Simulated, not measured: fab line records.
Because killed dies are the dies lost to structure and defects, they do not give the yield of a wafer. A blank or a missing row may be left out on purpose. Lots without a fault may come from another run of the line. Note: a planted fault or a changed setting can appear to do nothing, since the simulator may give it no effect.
Which tool did it? :: flow berkeley_cmos170 :: 42 wafers from 14 lots sampled at 4 of the route's 331 steps

## WHAT THE GAUGES SHOWED, per wafer
UCB170_M2_CD_MEAS_90: the cd target is 700 nm.
lot: L332
measured: day 8 07:56
on: cd_sem-01
cd_nm (nm): 703.1 700.0 701.0

lot: L334
measured: day 8 10:32
on: cd_sem-01
cd_nm (nm): 699.8 694.8 698.3

lot: L333
measured: day 8 15:04
on: cd_sem-02
cd_nm (nm): 699.2 701.0 702.8

lot: L339
measured: day 9 14:32
on: cd_sem-01
cd_nm (nm): 700.6 702.1 699.8

lot: L337
measured: day 9 15:11
on: cd_sem-02
cd_nm (nm): 700.6 697.9 702.0

lot: L340
measured: day 9 22:59
on: cd_sem-02
cd_nm (nm): 698.9 699.5 703.4

lot: L342
measured: day 11 00:37
on: cd_sem-01
cd_nm (nm): 698.8 706.2 705.1

lot: L347
measured: day 11 12:49
on: cd_sem-01
cd_nm (nm): 699.5 701.8 702.2

lot: L346
measured: day 11 15:42
on: cd_sem-01
cd_nm (nm): 696.1 700.1 698.2

lot: L349
measured: day 11 21:00
on: cd_sem-01
cd_nm (nm): 701.7 701.0 696.9

lot: L350
measured: day 11 22:26
on: cd_sem-01
cd_nm (nm): 700.1 699.0 698.7

lot: L351
measured: day 12 06:32
on: cd_sem-01
cd_nm (nm): 702.1 704.8 698.2

lot: L352
measured: day 12 06:41
on: cd_sem-02
cd_nm (nm): 702.1 697.8 699.9

lot: L355
measured: day 13 07:35
on: cd_sem-01
cd_nm (nm): 700.6 699.8 699.3

## EACH LOT AND THE TOOL THAT RAN IT (in order: tool; ch and the chambers of the sampled wafers; start)
lot: L332
UCB170_M2_COAT_10: litho_track-01 ch 0, day 8 06:00
UCB170_M2_METAL_ETCH_18: rie_metal-03 ch 0,1, day 8 07:40
UCB170_M2_STRIP_19: plasma_asher-03 ch 0,1, day 8 07:50

lot: L334
UCB170_M2_COAT_10: litho_track-02 ch 0, day 8 08:00
UCB170_M2_METAL_ETCH_18: rie_metal-02 ch 0,1, day 8 10:14
UCB170_M2_STRIP_19: plasma_asher-04 ch 0,1, day 8 10:25

lot: L333
UCB170_M2_COAT_10: litho_track-02 ch 0, day 8 13:00
UCB170_M2_METAL_ETCH_18: rie_metal-03 ch 1, day 8 14:47
UCB170_M2_STRIP_19: plasma_asher-01 ch 0, day 8 14:58

lot: L339
UCB170_M2_COAT_10: litho_track-01 ch 0, day 9 13:00
UCB170_M2_METAL_ETCH_18: rie_metal-03 ch 0,1, day 9 14:13
UCB170_M2_STRIP_19: plasma_asher-01 ch 1, day 9 14:25

lot: L337
UCB170_M2_COAT_10: litho_track-01 ch 0, day 9 13:00
UCB170_M2_METAL_ETCH_18: rie_metal-02 ch 0,1, day 9 14:53
UCB170_M2_STRIP_19: plasma_asher-01 ch 0,1, day 9 15:03

lot: L340
UCB170_M2_COAT_10: litho_track-01 ch 0, day 9 21:00
UCB170_M2_METAL_ETCH_18: rie_metal-04 ch 0,1, day 9 22:40
UCB170_M2_STRIP_19: plasma_asher-04 ch 0,1, day 9 22:52

lot: L342
UCB170_M2_COAT_10: litho_track-02 ch 0, day 10 23:00
UCB170_M2_METAL_ETCH_18: rie_metal-02 ch 0,1, day 11 00:20
UCB170_M2_STRIP_19: plasma_asher-04 ch 0,1, day 11 00:31

lot: L347
UCB170_M2_COAT_10: litho_track-01 ch 0, day 11 11:00
UCB170_M2_METAL_ETCH_18: rie_metal-03 ch 0,1, day 11 12:32
UCB170_M2_STRIP_19: plasma_asher-03 ch 1, day 11 12:43

lot: L346
UCB170_M2_COAT_10: litho_track-01 ch 0, day 11 14:00
UCB170_M2_METAL_ETCH_18: rie_metal-04 ch 1, day 11 15:25
UCB170_M2_STRIP_19: plasma_asher-01 ch 0,1, day 11 15:36

lot: L349
UCB170_M2_COAT_10: litho_track-02 ch 0, day 11 19:00
UCB170_M2_METAL_ETCH_18: rie_metal-02 ch 0,1, day 11 20:43
UCB170_M2_STRIP_19: plasma_asher-04 ch 0,1, day 11 20:54

lot: L350
UCB170_M2_COAT_10: litho_track-02 ch 0, day 11 20:00
UCB170_M2_METAL_ETCH_18: rie_metal-02 ch 0,1, day 11 22:08
UCB170_M2_STRIP_19: plasma_asher-03 ch 0,1, day 11 22:20

lot: L351
UCB170_M2_COAT_10: litho_track-02 ch 0, day 12 05:00
UCB170_M2_METAL_ETCH_18: rie_metal-04 ch 0, day 12 06:14
UCB170_M2_STRIP_19: plasma_asher-01 ch 1, day 12 06:25

lot: L352
UCB170_M2_COAT_10: litho_track-04 ch 0, day 12 05:00
UCB170_M2_METAL_ETCH_18: rie_metal-02 ch 0,1, day 12 06:23
UCB170_M2_STRIP_19: plasma_asher-04 ch 0,1, day 12 06:35

lot: L355
UCB170_M2_COAT_10: litho_track-02 ch 0, day 13 06:00
UCB170_M2_METAL_ETCH_18: rie_metal-02 ch 0,1, day 13 07:17
UCB170_M2_STRIP_19: plasma_asher-04 ch 0,1, day 13 07:28
- UCB170_M2_COAT_10: resist thk 900 nm.
- UCB170_M2_METAL_ETCH_18: etches Al in Cl2/BCl3, stops on SiO2, target depth 1170 nm, time 195 s.
- UCB170_M2_STRIP_19: strips in O2.

## WHAT THE TOOLS THEMSELVES READ (means of the sampled wafers that have a number; where no wafer has one, the mark that the record gives instead)
UCB170_M2_COAT_10.
lot: L332
tool: litho_track-01
chill_plate_temp_C (C): 23.01
resist_line_temp_C (C): 22.92
spin_speed_rpm (rpm): 1500.7

lot: L334
tool: litho_track-02
chill_plate_temp_C (C): 23.10
resist_line_temp_C (C): 22.99
spin_speed_rpm (rpm): 1500.1

lot: L333
tool: litho_track-02
chill_plate_temp_C (C): 23.00
resist_line_temp_C (C): 22.96
spin_speed_rpm (rpm): 1499.4

lot: L339
tool: litho_track-01
chill_plate_temp_C (C): 22.96
resist_line_temp_C (C): 22.92
spin_speed_rpm (rpm): 1499.7

lot: L337
tool: litho_track-01
chill_plate_temp_C (C): 23.07
resist_line_temp_C (C): 22.88
spin_speed_rpm (rpm): 1501.0

lot: L340
tool: litho_track-01
chill_plate_temp_C (C): 22.84
resist_line_temp_C (C): 22.94
spin_speed_rpm (rpm): 1500.4

lot: L342
tool: litho_track-02
chill_plate_temp_C (C): 22.80
resist_line_temp_C (C): 22.88
spin_speed_rpm (rpm): 1499.6

lot: L347
tool: litho_track-01
chill_plate_temp_C (C): 22.93
resist_line_temp_C (C): 22.95
spin_speed_rpm (rpm): 1541.2

lot: L346
tool: litho_track-01
chill_plate_temp_C (C): 22.73
resist_line_temp_C (C): 23.03
spin_speed_rpm (rpm): 1540.7

lot: L349
tool: litho_track-02
chill_plate_temp_C (C): 23.03
resist_line_temp_C (C): 23.01
spin_speed_rpm (rpm): 1499.5

lot: L350
tool: litho_track-02
chill_plate_temp_C (C): 22.95
resist_line_temp_C (C): 23.01
spin_speed_rpm (rpm): 1499.4

lot: L351
tool: litho_track-02
chill_plate_temp_C (C): 22.91
resist_line_temp_C (C): 22.88
spin_speed_rpm (rpm): 1500.0

lot: L352
tool: litho_track-04
chill_plate_temp_C (C): 22.86
resist_line_temp_C (C): 22.94
spin_speed_rpm (rpm): 1500.2

lot: L355
tool: litho_track-02
chill_plate_temp_C (C): 23.09
resist_line_temp_C (C): 23.08
spin_speed_rpm (rpm): 1500.0

UCB170_M2_METAL_ETCH_18.
lot: L332
tool: rie_metal-03
drypump_motor_current_A (A): 5.8
oes_product_au (a.u.): 0.851
throttle_valve_pct (%): 24.52

lot: L334
tool: rie_metal-02
drypump_motor_current_A (A): 5.0
oes_product_au (a.u.): 0.847
throttle_valve_pct (%): 24.08

lot: L333
tool: rie_metal-03
drypump_motor_current_A (A): 6.4
oes_product_au (a.u.): 0.841
throttle_valve_pct (%): 24.46

lot: L339
tool: rie_metal-03
drypump_motor_current_A (A): 6.1
oes_product_au (a.u.): 0.850
throttle_valve_pct (%): 24.49

lot: L337
tool: rie_metal-02
drypump_motor_current_A (A): 5.1
oes_product_au (a.u.): 0.852
throttle_valve_pct (%): 24.13

lot: L340
tool: rie_metal-04
drypump_motor_current_A (A): 5.3
oes_product_au (a.u.): 0.875
throttle_valve_pct (%): 24.38

lot: L342
tool: rie_metal-02
drypump_motor_current_A (A): 5.1
oes_product_au (a.u.): 0.854
throttle_valve_pct (%): 24.20

lot: L347
tool: rie_metal-03
drypump_motor_current_A (A): 5.8
oes_product_au (a.u.): 0.844
throttle_valve_pct (%): 24.51

lot: L346
tool: rie_metal-04
drypump_motor_current_A (A): 5.4
oes_product_au (a.u.): 0.867
throttle_valve_pct (%): 24.39

lot: L349
tool: rie_metal-02
drypump_motor_current_A (A): 5.1
oes_product_au (a.u.): 0.859
throttle_valve_pct (%): 24.19

lot: L350
tool: rie_metal-02
drypump_motor_current_A (A): 5.1
oes_product_au (a.u.): 0.853
throttle_valve_pct (%): 24.10

lot: L351
tool: rie_metal-04
drypump_motor_current_A (A): 5.2
oes_product_au (a.u.): 0.894
throttle_valve_pct (%): 24.37

lot: L352
tool: rie_metal-02
drypump_motor_current_A (A): 5.1
oes_product_au (a.u.): 0.849
throttle_valve_pct (%): 24.20

lot: L355
tool: rie_metal-02
drypump_motor_current_A (A): 5.1
oes_product_au (a.u.): 0.851
throttle_valve_pct (%): 24.12

UCB170_M2_STRIP_19.
lot: L332
tool: plasma_asher-03
drypump_motor_current_A (A): 6.2
oes_product_au (a.u.): 0.551

lot: L334
tool: plasma_asher-04
drypump_motor_current_A (A): 5.5
oes_product_au (a.u.): 0.537

lot: L333
tool: plasma_asher-01
drypump_motor_current_A (A): 5.8
oes_product_au (a.u.): 0.540

lot: L339
tool: plasma_asher-01
drypump_motor_current_A (A): 5.2
oes_product_au (a.u.): 0.542

lot: L337
tool: plasma_asher-01
drypump_motor_current_A (A): 5.4
oes_product_au (a.u.): 0.539

lot: L340
tool: plasma_asher-04
drypump_motor_current_A (A): 5.7
oes_product_au (a.u.): 0.554

lot: L342
tool: plasma_asher-04
drypump_motor_current_A (A): 5.8
oes_product_au (a.u.): 0.536

lot: L347
tool: plasma_asher-03
drypump_motor_current_A (A): 6.3
oes_product_au (a.u.): 0.522

lot: L346
tool: plasma_asher-01
drypump_motor_current_A (A): 5.6
oes_product_au (a.u.): 0.546

lot: L349
tool: plasma_asher-04
drypump_motor_current_A (A): 5.8
oes_product_au (a.u.): 0.528

lot: L350
tool: plasma_asher-03
drypump_motor_current_A (A): 6.0
oes_product_au (a.u.): 0.540

lot: L351
tool: plasma_asher-01
drypump_motor_current_A (A): 5.2
oes_product_au (a.u.): 0.551

lot: L352
tool: plasma_asher-04
drypump_motor_current_A (A): 5.5
oes_product_au (a.u.): 0.548

lot: L355
tool: plasma_asher-04
drypump_motor_current_A (A): 5.5
oes_product_au (a.u.): 0.535

## THE ANSWER, worked out from the rows above alone
Rule: the lots themselves supply what counts as usual. Put in order of their means at a reading, lots are off if they are a third of the lots or fewer, leave a main group of 4 or more, and stand apart from it by a gap of 3 or more times the standard deviation of the main group's means; of several such gaps the widest counts. The tables above print the reading to a certain number of digits; a main group whose means all agree to those digits is not used. Also off: a lot with no number at a reading for which 4 or more lots have one. Where the step has rows for the other lots, those lots are counted as sound. Order of review: gauges by route order, followed by the tools' own readings, for which a lot's mean as printed above is used. The first step at which some lot is off is used, and at that step the reading that is off furthest; a lot without a number counts as furthest.
Off: L347, L346 (UCB170_M2_COAT_10, spin_speed_rpm). The main group: mean 1500.0 rpm, standard deviation 0.49.
A tool fits if, at that step or a process step before it, it ran every lot that is off, and no sound lot after the first of them. One fits: UCB170_M2_COAT_10 on litho_track-01. A fault onset in the window from L340 (day 9 21:00, its last sound lot) to L347 (day 11 11:00, its first lot off) fits.
The tool's own readings at UCB170_M2_COAT_10 bear it out: on the lots that are off they differ by more than 5 times the standard deviation of the sound lots' means. spin_speed_rpm reads 1541.0 rpm there against 1500.0 rpm on the sound lots.

## WHAT THE SIMULATOR PUT IN
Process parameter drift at UCB170_M2_COAT_10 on litho_track-01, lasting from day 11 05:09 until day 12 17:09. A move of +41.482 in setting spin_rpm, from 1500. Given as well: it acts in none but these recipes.
Struck lots among those shown: L347, L346. This agrees with what the rule above found.
